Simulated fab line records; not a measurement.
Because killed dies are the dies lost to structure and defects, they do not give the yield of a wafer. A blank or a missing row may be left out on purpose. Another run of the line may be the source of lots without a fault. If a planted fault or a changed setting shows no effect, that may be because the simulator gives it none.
One fault seen from 2 desks -- flow rit-cmos -- each desk holds nothing but its own numbers, with what lay behind them at the end

METROLOGY DESK
What the gauges read, lot by lot, whatever tool the lot ran on: means of the sampled wafers that have a number. The brackets show how far a lot's mean lies from the usual mean; more than 4 standard deviations puts the lot out of limits, marked OUT.
Columns: A = SILICIDE_TI_RS at RIT_SILICIDE_RS_MEAS_02, usual 47.8 ohm/sq; B = SILICIDE_TI_THK at RIT_SILICIDE_THK_MEAS_03, usual 29.5 nm
lot,first seen here,A,B
L199,day 3 07:07,47.2,29.9
L200,day 3 12:41,47.5,29.8
L201,day 3 22:48,48.1,29.2
L202,day 4 03:37,47.6,29.5
L203,day 4 07:54,47.4,29.6
L206,day 5 01:43,48.6,29.1
L207,day 5 04:29,46.6,30.2
L208,day 5 07:26,49.1,29.0
L209,day 5 11:32,47.4,29.9
L211,day 5 19:57,47.6,29.6
L212,day 6 00:11,47.6,29.5
L213,day 6 07:56,47.5,29.5
L219,day 7 10:58,47.8,29.6
L221,day 7 17:53,47.8,29.6
Finding of this desk: none of the 14 lots has anything out of limits.

TOOL OWNER'S DESK, furnace-04
The tool's own readings at RIT_GATE_OXIDATION_05 (target thk 3 nm, ox time 270 s): means of the sampled wafers that have a number, for each lot that ran on this tool. The brackets show how far a lot's mean lies from the usual mean; more than 4 standard deviations puts the lot out of limits, marked OUT.
Columns: A = ox-temp-c at RIT_GATE_OXIDATION_05, usual 900.0 C; B = tube-center-temp-C at RIT_GATE_OXIDATION_05, usual 900 C; C = zone-power-source-pct at RIT_GATE_OXIDATION_05, usual 24.7 %
lot,first seen here,A,B,C
L199,day 2 11:34,899.9,900,25.0
L207,day 4 06:38,899.7,900,25.0
L208,day 4 11:13,899.7,900,24.8
L209,day 4 16:46,899.6,900,24.6
L213,day 5 13:27,900.0,900,24.9
Finding of this desk: none of the 5 lots has anything out of limits.

BROUGHT TOGETHER
At the metrology desk, nothing out of limits was observed.
Nothing out of limits was seen by the tool owner's desk.

WHAT WAS PUT IN BY THE SIMULATOR
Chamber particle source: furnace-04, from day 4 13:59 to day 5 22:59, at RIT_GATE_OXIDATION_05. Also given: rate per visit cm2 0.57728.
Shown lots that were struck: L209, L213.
